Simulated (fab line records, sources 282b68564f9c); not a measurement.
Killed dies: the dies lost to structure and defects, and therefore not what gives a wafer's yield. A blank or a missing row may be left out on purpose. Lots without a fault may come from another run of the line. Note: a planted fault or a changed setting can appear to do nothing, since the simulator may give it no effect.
fab line records	flow rit_cmos
record: lots: 13	wafers: 39	last_day: 7
route steps=202 shown SPACER@128 M1@202
lots with no fault: from the same line, run without faults
start_h: start of the lot's first displayed wafer, in hours after the record's first day	wait_h: time in hours since the lot's previous step	" as in the row above	L1.1+2: a single row standing in for several wafers	- no value, or no start given	* or withheld: withheld	< > ~ a bound
route shown NAME@n: a module of which the file shows steps, and the number in the route of the first	usual: the fault-free wafers' mean and standard deviation	same: alike in all rows	chamber/n: place in a boat	sites: each site's reading	_std_site: their standard deviation	_edge_site: inner sites' mean taken away from outer sites' mean	radius_mm: for every site, how far away it sits from the centre of the wafer	mask NAME#n: copy n	behind: the tool/chamber that last shaped the wafer	hold: why the lot was held/for how many hours/how that ended	device: transistor that didn't switch, given as n, p or np	end of line: the same wafers' tests at the end of the route	a step given without rows: its recipe and nothing more	killed: at the first sort, the dies lost to defects and structure; wafer yield is something else	map: the dies of a wafer, with x for killed, . for not killed, _ for no die there
set.NAME: the setting the step ran with; set.NAME@STEP: the setting that earlier step ran with	model.NAME: the simulator's own value behind a step, which no gauge read
the route's steps for a sample of lots (tables are steps, rows are wafers)
services: when a tool's chamber went out of use (start_h, in hours from the record's first day, below 0 if earlier), for how many hours, and the reason
== steps ==
step: RIT_SPACER_CVD_03
recipe: material: Si3N4	target_thk_nm: 250	temp_c: 810	precursor: SiH2Cl2/NH3	time_s: 3300	pressure_mtorr: 300	sih2cl2_flow_sccm: 60	nh3_flow_sccm: 150
usual: sih2cl2_flow_sccm: 59.99/0.21	spike_tc_centre_C: 811.9/1.6	spike_tc_load_C: 833.8/1.1	spike_tc_source_C: 835.1/2	susceptor_temp_C: 810.0/0.31
lot.wafer	tool	chamber	start_h	wait_h	sih2cl2_flow_sccm	spike_tc_centre_C	spike_tc_load_C	spike_tc_source_C	susceptor_temp_C
L288.3	lpcvd-01	0	48.60	0.1	60.02	813.4	833.9	832.8	809.7
L288.4	"	0	"	"	59.98	812.8	834.0	833.4	809.7
L288.6	"	0	"	"	59.98	812.9	833.7	833.6	809.6
L289.2	lpcvd-01	0	55.61	0.0	60.00	814.3	833.0	836.6	809.9
L289.4	"	0	"	"	59.94	813.4	834.3	834.5	809.5
L289.6	"	0	"	"	60.14	812.9	834.8	834.0	810.0
L291.1	lpcvd-01	1	62.42	0.0	60.12	809.7	835.6	837.1	810.0
L291.3	"	1	"	"	60.01	811.5	836.0	837.7	809.8
L291.6	"	1	"	"	60.02	813.1	834.0	835.6	809.7
L292.1	lpcvd-02	1	74.58	0.0	59.86	810.2	833.3	836.3	809.8
L292.5	"	1	"	"	59.70	810.5	832.9	836.7	809.9
L292.6	"	1	"	"	59.95	810.6	833.9	835.1	809.7
L294.2	lpcvd-01	1	81.31	0.0	60.03	811.3	834.7	837.2	809.8
L294.4	"	1	"	"	59.85	811.5	832.9	835.8	809.5
L294.6	"	1	"	"	59.61	809.7	834.4	835.8	809.7
L295.2	lpcvd-02	1	85.22	0.0	60.02	811.0	833.1	835.2	809.6
L295.3	"	1	"	"	60.28	811.5	833.2	837.3	810.2
L295.4	"	1	"	"	60.38	810.4	831.2	834.6	809.8
L296.3	lpcvd-01	0	94.15	0.0	59.86	814.4	833.1	832.4	809.8
L296.4	"	0	"	"	60.06	811.7	833.3	835.4	809.8
L296.5	"	0	"	"	60.22	813.0	835.6	834.2	810.3
L298.1	lpcvd-02	1	101.13	0.0	60.02	811.6	834.6	834.7	810.2
L298.3	"	1	"	"	60.06	811.4	833.5	836.5	810.4
L298.6	"	1	"	"	60.02	810.8	833.0	833.5	810.1
L299.2	lpcvd-02	1	105.64	0.0	59.73	810.5	833.8	834.6	810.0
L299.3	"	1	"	"	59.95	812.9	832.8	835.5	809.8
L299.6	"	1	"	"	59.90	809.7	832.8	836.2	809.8
L301.2	lpcvd-02	0	115.09	0.0	60.02	814.7	832.8	830.7	810.0
L301.5	"	0	"	"	60.47	813.3	832.2	829.4	809.6
L301.6	"	0	"	"	60.57	815.8	831.9	831.2	810.1
L307.1	lpcvd-01	1	146.05	0.0	59.95	855.6	880.9	880.8	854.8
L307.2	"	1	"	"	59.81	855.1	880.2	881.5	854.6
L307.3	"	1	"	"	59.94	856.6	880.7	882.0	855.3
L308.1	lpcvd-02	0	151.93	0.0	60.13	815.7	832.2	829.3	809.8
L308.2	"	0	"	"	59.69	814.9	830.6	831.8	809.8
L308.6	"	0	"	"	59.88	814.5	831.4	830.2	810.6
L310.1	lpcvd-02	1	165.06	0.0	60.17	810.2	835.4	834.4	810.0
L310.2	"	1	"	"	60.20	811.8	833.3	834.0	810.0
L310.4	"	1	"	"	60.25	810.0	832.9	834.5	810.5
step: RIT_SPACER_THK_MEAS_04
recipe: reads: Si3N4_of_SPACER_CVD_03
usual: SPACER_NITRIDE_THK: 250.5/2.5
lot.wafer	tool	chamber	start_h	wait_h	SPACER_NITRIDE_THK[nm]
L288.3	film_metro-04	-	50.53	0.0	254.5
L288.4	"	-	"	"	254.1
L288.6	"	-	"	"	254.9
L289.2	film_metro-01	-	57.54	0.0	250.1
L289.4	"	-	"	"	249.7
L289.6	"	-	"	"	248.3
L291.1	film_metro-04	-	64.34	0.0	249.3
L291.3	"	-	"	"	247.4
L291.6	"	-	"	"	248.2
L292.1	film_metro-01	-	77.45	0.0	248.7
L292.5	"	-	"	"	251.3
L292.6	"	-	"	"	249.0
L294.2	film_metro-04	-	83.24	0.0	249.2
L294.4	"	-	"	"	246.9
L294.6	"	-	"	"	250.2
L295.2	film_metro-04	-	87.15	0.0	251.2
L295.3	"	-	"	"	250.6
L295.4	"	-	"	"	250.9
L296.3	film_metro-01	-	97.04	0.0	251.5
L296.4	"	-	"	"	252.9
L296.5	"	-	"	"	251.7
L298.1	film_metro-03	-	103.04	0.0	254.8
L298.3	"	-	"	"	257.2
L298.6	"	-	"	"	253.0
L299.2	film_metro-01	-	107.56	0.0	249.7
L299.3	"	-	"	"	249.5
L299.6	"	-	"	"	248.5
L301.2	film_metro-03	-	117.01	0.0	253.4
L301.5	"	-	"	"	255.1
L301.6	"	-	"	"	250.8
L307.1	film_metro-01	-	147.97	0.0	420.1
L307.2	"	-	"	"	421.9
L307.3	"	-	"	"	419.5
L308.1	film_metro-03	-	153.85	0.0	250.4
L308.2	"	-	"	"	252.7
L308.6	"	-	"	"	251.3
L310.1	film_metro-01	-	166.97	0.0	251.4
L310.2	"	-	"	"	254.7
L310.4	"	-	"	"	252.5
step: RIT_SPACER_ETCHBACK_05
recipe: target_depth_a: 2500	SF6_flow_sccm: 30	CHF3_flow_sccm: 30	target: Si3N4	chemistry: SF6/CHF3	pressure_mtorr: 40	rf_w: 250	time_s: 240	stop_on: SiO2
usual: SF6_flow_sccm: 30.00/0.079	drypump_motor_current_A: 6.0/0.49	oes_product_au: 0.842/0.011	throttle_valve_pct: 10.31/0.17
lot.wafer	tool	chamber	start_h	wait_h	SF6_flow_sccm	drypump_motor_current_A	oes_product_au	rf_hours_counter_h	throttle_valve_pct
L288.3	rie_diel-03	3	50.57	0.0	29.98	6.4	0.853	109	10.39
L288.4	"	1	"	"	30.17	6.2	0.854	51	10.33
L288.6	"	3	"	"	29.86	6.4	0.858	-	10.36
L289.2	rie_diel-01	2	57.59	0.0	30.01	5.7	0.853	156	10.14
L289.4	"	3	"	"	29.87	5.5	0.827	1	10.17
L289.6	"	1	"	"	30.07	6.4	0.844	-	10.15
L291.1	rie_diel-01	1	64.40	0.1	30.13	6.4	0.840	152	10.12
L291.3	"	2	"	"	30.02	5.7	0.860	156	10.14
L291.6	"	1	"	"	29.96	6.4	0.840	-	10.13
L292.1	rie_diel-03	0	77.51	0.1	29.87	6.5	0.841	94	10.47
L292.5	"	3	"	"	29.91	6.4	0.857	-	10.37
L292.6	"	0	"	"	29.99	6.5	0.844	-	10.47
L294.2	rie_diel-04	3	83.29	0.0	29.99	5.5	0.824	59	10.18
L294.4	"	1	"	"	30.10	6.7	0.828	66	10.30
L294.6	"	3	"	"	30.01	5.5	0.824	-	10.20
L295.2	rie_diel-01	2	87.20	0.0	29.97	5.7	0.861	157	10.15
L295.3	"	1	"	"	30.09	6.4	0.849	152	10.14
L295.4	"	0	"	"	30.06	5.4	0.835	1	10.11
L296.3	rie_diel-04	2	97.08	0.0	30.10	6.6	0.853	30	10.18
L296.4	"	1	"	"	29.91	6.7	0.840	66	10.31
L296.5	"	3	"	"	29.89	5.5	0.832	-	10.22
L298.1	rie_diel-03	0	103.10	0.1	30.10	6.5	0.850	94	10.50
L298.3	"	2	"	"	29.97	5.4	0.850	4	10.63
L298.6	"	2	"	"	30.01	5.4	0.839	-	10.65
L299.2	rie_diel-03	3	107.61	0.0	30.09	6.4	0.848	110	10.38
L299.3	"	2	"	"	29.85	5.4	0.832	4	10.62
L299.6	"	3	"	"	30.09	6.4	0.838	-	10.36
L301.2	rie_diel-04	1	117.06	0.0	30.08	6.7	0.844	67	10.31
L301.5	"	2	"	"	30.13	6.6	0.870	-	10.19
L301.6	"	1	"	"	30.04	6.7	0.841	-	10.30
L307.1	rie_diel-03	3	148.03	0.1	29.94	6.5	0.991	112	10.43
L307.2	"	0	"	"	30.08	6.5	0.986	95	10.53
L307.3	"	2	"	"	30.03	5.4	0.981	5	10.68
L308.1	rie_diel-03	2	153.91	0.1	29.85	5.4	0.840	5	10.61
L308.2	"	0	"	"	30.07	6.5	0.854	95	10.48
L308.6	"	2	"	"	29.92	5.4	0.831	-	10.64
L310.1	rie_diel-03	0	167.03	0.1	30.02	6.5	0.854	95	10.46
L310.2	"	1	"	"	30.08	6.2	0.868	53	10.33
L310.4	"	2	"	"	29.97	5.4	0.847	5	10.63
step: RIT_M1_PROBE_99
usual: killed_at_contacts: 0.1/0.32	killed_at_front_end: 6/3.1	killed_dies: 7/3.2	killed_on_rim: 1.7/1.4	killed_open: 3.1/1.9	killed_short: 3.5/2.2
same: gross_dies: 264	killed_at_M0_to_M3: 0	killed_at_M4_up: 0	killed_at_back_side: 0	killed_at_other: 0
lot.wafer	tool	chamber	start_h	wait_h	killed_at_contacts	killed_at_front_end	killed_dies	killed_on_rim	killed_open	killed_short
L295.2	prober-01	-	98.25	0.1	0	6	6	0	4	2
L295.3	prober-01	-	98.30	0.2	0	7	7	1	3	4
L295.4	prober-01	-	98.35	0.2	0	5	5	2	3	2
L299.2	prober-01	-	118.86	0.1	0	4	4	4	1	3
L299.3	prober-01	-	118.91	0.2	0	6	6	0	4	2
L299.6	prober-01	-	119.06	0.2	0	13	13	4	5	8
L307.1	prober-01	-	161.76	0.1	0	264	264	70	2	1
L307.2	prober-01	-	161.81	0.1	0	264	264	70	3	0
L307.3	prober-01	-	161.86	0.2	0	264	264	70	4	4
L308.1	prober-02	-	164.82	0.1	0	9	9	3	5	4
L308.2	prober-02	-	164.87	0.1	1	10	11	2	6	5
L308.6	prober-02	-	165.07	0.2	0	10	10	4	3	7
L310.1	prober-01	-	178.33	0.1	0	7	7	4	2	5
L310.2	prober-01	-	178.38	0.1	0	10	10	3	5	5
L310.4	prober-01	-	178.48	0.2	0	3	3	0	1	2
killed by level:class
L295.2 SILICIDE:geometric_particle:open=2 FOX1:geometric_particle:short=1 FOX1:geometric_particle:open=1 GATE:geometric_particle:open=1 GATE:geometric_particle:short=1
L295.3 FOX1:geometric_particle:short=3 GATE:geometric_particle:open=2 GATE:geometric_particle:short=1 SILICIDE:geometric_particle:open=1
L295.4 FOX1:geometric_particle:open=1 GATE:geometric_particle:short=1 GATE:geometric_particle:open=1 REOX:geometric_particle:short=1 SPACER:geometric_particle:open=1
L299.2 FOX1:geometric_particle:short=1 GATE:geometric_particle:short=1 SILICIDE:geometric_particle:short=1 SILICIDE:geometric_particle:open=1
L299.3 SILICIDE:geometric_particle:open=2 FOX2:geometric_particle:short=1 GATE:geometric_particle:short=1 GATE:geometric_particle:open=1 SPACER:geometric_particle:open=1
L299.6 GATE:geometric_particle:open=3 FOX2:geometric_particle:short=2 GATE:geometric_particle:short=2 REOX:geometric_particle:short=2 REOX:geometric_particle:open=2 FOX1:geometric_particle:short=1 SILICIDE:geometric_particle:short=1
L307.1 SPACER:area_etchback=261 ACTIVE:geometric_particle:short=1 FOX2:geometric_particle:open=1 GATE:geometric_particle:open=1
L307.2 SPACER:area_etchback=261 GATE:geometric_particle:open=1 REOX:geometric_particle:open=1 SPACER:geometric_particle:open=1
L307.3 SPACER:area_etchback=256 GATE:geometric_particle:open=2 FOX1:geometric_particle:short=1 FOX1:geometric_particle:open=1 FOX2:geometric_particle:short=1 GATE:geometric_particle:short=1 SPACER:geometric_particle:open=1 SILICIDE:geometric_particle:short=1
L308.1 GATE:geometric_particle:short=2 GATE:geometric_particle:open=2 SPACER:geometric_particle:open=2 FOX1:geometric_particle:short=1 FOX1:geometric_particle:open=1 SILICIDE:geometric_particle:short=1
L308.2 GATE:geometric_particle:open=3 SPACER:geometric_particle:short=2 SILICIDE:geometric_particle:short=2 FOX1:geometric_particle:open=1 GATE:geometric_particle:short=1 SILICIDE:geometric_particle:open=1 CONTACT:geometric_particle:open=1
L308.6 GATE:geometric_particle:short=4 GATE:geometric_particle:open=1 REOX:geometric_particle:short=1 REOX:geometric_particle:open=1 SPACER:geometric_particle:short=1 SPACER:geometric_particle:open=1 SILICIDE:geometric_particle:short=1
L310.1 SILICIDE:geometric_particle:short=3 REOX:geometric_particle:short=2 GATE:geometric_particle:open=1 SILICIDE:geometric_particle:open=1
L310.2 GATE:geometric_particle:short=5 GATE:geometric_particle:open=3 REOX:geometric_particle:open=1 SPACER:geometric_particle:open=1
L310.4 GATE:geometric_particle:short=2 SPACER:geometric_particle:open=1
== services ==
tool	chamber	start_h	hours	kind
lpcvd-01	-	34.94	0.9	repair
rie_diel-04	3	46.71	8.7	repair
rie_diel-01	0	58.46	7.9	repair
rie_diel-01	0	80.34	5.4	repair
rie_diel-04	0	98.92	-	clean
rie_diel-04	0	98.92	19.9	scheduled_down
rie_diel-04	0	98.92	19.9	vent_cycle
rie_diel-03	3	101.35	5.6	repair
rie_diel-03	0	104.54	33.8	repair
rie_diel-01	0	108.62	3.2	repair
rie_diel-01	2	111.84	-	clean
rie_diel-01	2	111.84	20.7	scheduled_down
rie_diel-01	2	111.84	20.7	vent_cycle
rie_diel-03	1	125.62	6.0	repair
lpcvd-01	-	127.38	1.0	repair
rie_diel-03	-	131.92	1.6	repair
rie_diel-01	1	132.56	-	clean
rie_diel-01	1	132.56	20.4	scheduled_down
rie_diel-01	1	132.56	20.4	vent_cycle
rie_diel-01	-	134.00	0.2	repair
rie_diel-03	1	135.44	12.9	repair
rie_diel-01	2	136.38	7.9	repair
rie_diel-03	-	142.66	0.8	repair
== key ==
first_sign: step: RIT_SPACER_CVD_03	reading: susceptor_temp_C	direction: up	sigmas: 99+	usual: *	struck: *
effect: step: RIT_SPACER_CVD_03	reading: spike_tc_load_C	direction: up	sigmas: 43	usual: 833.8	struck: 880.6
effect: step: RIT_SPACER_THK_MEAS_04	reading: SPACER_NITRIDE_THK	direction: up	sigmas: 67	usual: 250.5	struck: 420.5
effect: step: RIT_SPACER_ETCHBACK_05	reading: oes_product_au	direction: up	sigmas: 13	usual: 0.842	struck: 0.986
effect: step: RIT_M1_PROBE_99	reading: killed_at_front_end	direction: up	sigmas: 82	usual: 6	struck: 264
more_kills_born_at: RIT_SPACER_ETCHBACK_05@rie_diel-03: 778
met_at RIT_SPACER_CVD_03
struck_lots L307
struck_wafers L307.1,L307.2,L307.3
later_rows_left_out L307.1,L307.2,L307.3
tester_left_out L307
onset_between 81.31 146.05
fault: kind: process_parameter_drift	tool: lpcvd-01	chamber: 1	onset_h: 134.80	steps: RIT_SPACER_CVD_03	channel: temp_c	offset: *	shape: step	end_h: 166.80	acts_in: *	stated: *
tester_left_out: of these lots the tester's yield and bins aren't shown, on N5 and GAA mostly nor the transistor test; their killed dies are dies lost to structure and defects alone, not to doping, threshold or leakage, so they don't give the yield
later_rows_left_out: the simulator's readings of these wafers behind a module that went badly wrong aren't trusted and aren't shown, but for the sort
